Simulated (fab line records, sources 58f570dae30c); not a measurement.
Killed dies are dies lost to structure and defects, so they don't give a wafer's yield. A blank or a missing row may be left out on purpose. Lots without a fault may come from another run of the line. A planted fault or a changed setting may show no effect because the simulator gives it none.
Problem report in the 8D (eight disciplines) form, filled by code | flow berkeley_cmos170 | the parts of the form that need people (team, actions taken, sign-off) are left out

1. THE PROBLEM
oes_product_au at UCB170_M3_ETCH_17 reads a mean of 1.282 a.u. on 1 wafer of 1 lot; wafers without a fault read 1.007 a.u. with a standard deviation of 0.02. That is +14 standard deviations from the usual mean.
The step: etches BARC in N2/H2.
First seen on wafer L433.4, day 10 16:31, on rie_diel-02. The record holds 39 wafers of 13 lots with a number at this step. Rule for "out", or "out of limits": more than 4 standard deviations from the usual mean. The other wafers with a number count as sound.

2. WHAT IT IS AND WHAT IT IS NOT
question                    | is                | is not
which readings at this step | oes_product_au    | bias_w, chamber_pressure_mTorr, drypump_motor_current_A, rf_fwd_power_W, throttle_valve_pct
which lots                  | L433              | L420, L421, L423, L424, L425, L426, L427, L428, L429, L439, L441, L443
which wafers of those lots  | L433.4            | L433.3, L433.5
read on which tools         | rie_diel-02       | rie_diel-01, rie_diel-03
when                        | from day 10 16:31 | up to then (29 sound wafers); but 9 sound wafers of L439, L441, L443 came after

3. SUSPECTS, AND WHAT RULES EACH OUT
Counting: a tool at a process step up to the reading stays a suspect if it ran every lot that is out. Sound lots after the first of them don't rule it out here, since some wafers of a struck lot are sound.
- rie_diel-02 at UCB170_M3_ETCH_17 (etches BARC in N2/H2): kept. It ran the lot that is out, L433 (day 10 16:31); its last sound lot up to then is L429 (day 9 07:19). Its own readings are out on those wafers: oes_product_au.
- Within rie_diel-02 at UCB170_M3_ETCH_17: the wafers that are out ran in chamber 2; their sound lot-mates ran in chambers 0, 3.
Left after counting: rie_diel-02 at UCB170_M3_ETCH_17.

4. THE CAUSE (what the simulator had put in)
Process parameter drift: rie_diel-02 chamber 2, from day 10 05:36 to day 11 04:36, at UCB170_M3_ETCH_17. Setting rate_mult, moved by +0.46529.
Counting left only this tool.

5. THE CHAIN OF EFFECTS, in route order
Each row: a reading whose mean over the struck wafers that have a number lies more than 3 standard deviations from the usual. Only readings for which the record gives a usual standard deviation are gone through. hours: the time from each lot's start at the first step in this table that gives one to its start at this step, as a median over the lots. sigmas: the change in usual standard deviations.
hours | step              | reading        | usual      | on struck wafers | change | sigmas
0     | UCB170_M3_ETCH_17 | oes_product_au | 1.007 a.u. | 1.282            | +0.275 | +14
The process steps in it:
- UCB170_M3_ETCH_17: etches BARC in N2/H2.

6. WHAT WOULD HAVE CAUGHT IT SOONER
In this record the first reading out of limits was taken at day 10 16:31, 11 hours after the fault began at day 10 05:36.
